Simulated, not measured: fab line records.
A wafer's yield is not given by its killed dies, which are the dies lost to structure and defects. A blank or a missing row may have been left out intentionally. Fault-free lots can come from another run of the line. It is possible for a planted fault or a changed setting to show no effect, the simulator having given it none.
A lot that was struck, set against a sound lot :: flow rit cmos :: 35 steps out of a route of 202
Sound: wafers L412.2, L412.3, L412.5. Struck: wafers L427.1, L427.2, L427.6. The cause is given at the end.
Order at every step that has rows: each side's tool, ch and its chambers, its first start. Under that, the readings that differ: sound wafers :: struck wafers :: difference of the means :: sigmas: that difference in standard deviations of wafers without a fault.
alike: readings whose means differ by less than 2 such deviations, and words and numbers that are the same on both sides. not compared: withheld readings, readings that some wafer has no value for, bounds like >300 that may hide the same value, and numbers for which the record gives no deviation and whose values overlap.
The two part at a step that has a row with sigmas, a row that says differs or no value, or rows on one side only. Numbers that don't overlap but have no deviation are shown without sigmas and don't part them. A reading that every wafer of one side lacks parts them only if that side has two wafers or more.

first, 4 steps without rows for these wafers: RIT_ACTIVE_CLEAN_15 (cleans in SC1, time 600 s); RIT_ACTIVE_CLEAN_16 (cleans in dHF, time 29.33 s); RIT_ACTIVE_CLEAN_17 (cleans in SC2, time 600 s); RIT_FOX1_OXIDATION_00 (target thk 350.7 nm, ox time 1130 s).
RIT_FOX1_THK_MEAS_01:
  sound on film metro-02, day 2 23:30; struck on film metro-02, day 6 04:20
  alike: FOX1_OXIDE_THK
then, 2 steps without rows for these wafers: RIT_FOX1_WET_ETCH_02 (etches SiO2 in BOE, target depth 350 nm, time 390 s); RIT_FOX2_OXIDATION_00 (target thk 350.7 nm, ox time 1130 s).
RIT_FOX2_THK_MEAS_01:
  sound on film metro-02, day 3 01:31; struck on film metro-02, day 6 05:50
  alike: FOX2_OXIDE_THK
then, 2 steps without rows for these wafers: RIT_FOX2_CLEAN_02 (cleans in dHF, time 180 s); RIT_FOX2_WET_ETCH_03 (etches Si3N4 in H3PO4, target depth 195 nm, time 2700 s).
RIT_FOX2_THK_MEAS_90:
  sound on film metro-02, day 3 02:28; struck on film metro-04, day 6 06:46
  alike: FIELD_OXIDE_LEFT_1_THK
then, 1 step without rows for these wafers: RIT_NWELL_HMDS_00 (prime time 60 s).
RIT_NWELL_COAT_01: resist thk 1300 nm.
  sound on litho track-01 ch 0, day 3 02:41; struck on litho track-04 ch 0, day 6 06:59
reading: dispense pressure kPa (kPa)
sound: 48 48 48
struck: 57 57 57
difference: +9
sigmas: +2

reading: model.NOVOLAK_of_NWELL_COAT_01.thk nm (nm)
sound: 1305 1301 1304
struck: 261.1 260.8 260.7
difference: -1042.5
sigmas: 
  alike: chill plate temp C
then, 4 steps without rows for these wafers: RIT_NWELL_SOFTBAKE_02 (time 60 s); RIT_NWELL_EXPOSE_03 (exposes mask M2, target cd 43900 nm); RIT_NWELL_PEB_04; RIT_NWELL_DEVELOP_05 (develop time 68 s).
RIT_NWELL_OVL_MEAS_06:
  sound on overlay-01, day 3 03:23; struck on overlay-01, day 6 07:43
  alike: NWELL_OVL
RIT_NWELL_HARDBAKE_07: time 120 s.
  sound on litho track-04 ch 0, day 3 03:28; struck on litho track-01 ch 0, day 6 07:44
reading: model.NOVOLAK_of_NWELL_COAT_01.thk nm (nm)
sound: 1141 1138 1140
struck: 235.2 234.9 234.8
difference: -904.7
sigmas: 
  alike: chill plate temp C
following that, these wafers have no rows for 1 step: RIT_NWELL_IMPLANT_08.
RIT_NWELL_STRIP_09: strips in O2, time 180 s.
  sound on plasma asher-01 ch 0,1, day 3 03:49; struck on plasma asher-02 ch 0,1, day 6 08:08
  alike: drypump motor current A
  not compared: rf hours counter h
RIT_NWELL_TW_MEAS_10:
  sound on film metro-02, day 3 04:01; struck on film metro-02, day 6 08:19
  alike: NWELL_TW
then, 6 steps without rows for these wafers: RIT_PWELL_HMDS_00 (prime time 60 s); RIT_PWELL_COAT_01 (resist thk 1300 nm); RIT_PWELL_SOFTBAKE_02 (time 60 s); RIT_PWELL_EXPOSE_03 (exposes mask M3, target cd 43700 nm); RIT_PWELL_PEB_04; RIT_PWELL_DEVELOP_05 (develop time 68 s).
RIT_PWELL_OVL_MEAS_06:
  sound on overlay-01, day 3 04:57; struck on overlay-02, day 6 09:23
  alike: PWELL_OVL
then, 2 steps without rows for these wafers: RIT_PWELL_HARDBAKE_07 (time 120 s); RIT_PWELL_IMPLANT_08.
RIT_PWELL_STRIP_09: strips in O2, time 180 s.
  sound on plasma asher-02 ch 0,1, day 3 05:23; struck on plasma asher-01 ch 0,1, day 6 09:49
  alike: drypump motor current A
  not compared: rf hours counter h
RIT_PWELL_TW_MEAS_10:
  sound on film metro-01, day 3 05:34; struck on film metro-01, day 6 10:00
reading: PWELL_TW
sound: 967 969 960
struck: 2029 2035 2033
difference: +1067
sigmas: +97
then, 1 step without rows for these wafers: RIT_WELLDRIVE_ANNEAL_00 (time 14700 s).
RIT_M1_PROBE_99:
  sound on prober-01, day 4 14:41; struck on prober-02, day 8 03:26
reading: model.etest.pwell pinched.rs ohm sq
sound: 460.2 457.4 460
struck: 733.6 714.8 735.9
difference: +268.9
sigmas: 

reading: model.etest.nmos_0p3.r on ohm um
sound: 2176 2201 2206
struck: 2036 1976 1993
difference: -193
sigmas: 

reading: model.etest.nmos turned.drive ua um
sound: 319.3 324.7 318.9
struck: 401.2 407.7 404.6
difference: +83.5
sigmas: 

reading: model.etest.nmos_0p15.drive ua um
sound: 456.8 468.2 456.3
struck: 530.7 540.9 546.1
difference: +78.8
sigmas: 

reading: model.etest.nmos_0p3.drive ua um
sound: 222.7 227.2 223.6
struck: 264.4 266.9 268
difference: +41.9
sigmas: 

reading: model.etest.nmos narrow.drive ua um
sound: 217.7 222.2 219.9
struck: 253 259.6 259.9
difference: +38
sigmas: 

reading: model.etest.well edge right.line ohm um
sound: 180.7 182.8 183.8
struck: 166 164.3 166.6
difference: -17
sigmas: 

reading: model.etest.well edge left.line ohm um
sound: 182.8 182.1 186
struck: 165 164.4 165.1
difference: -19
sigmas: 
  alike: killed_at_M0_to_M3, killed at contacts, killed at front end, killed dies, killed open, killed short

WHERE THEY PART
First at RIT_NWELL_COAT_01; last, within this record, at RIT_PWELL_TW_MEAS_10. Later steps at which nothing parts them and some readings are alike: RIT_M1_PROBE_99.

WHY: whatever the simulator had introduced
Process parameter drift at RIT_NWELL_COAT_01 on litho track-04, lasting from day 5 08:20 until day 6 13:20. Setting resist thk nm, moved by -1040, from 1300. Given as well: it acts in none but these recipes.
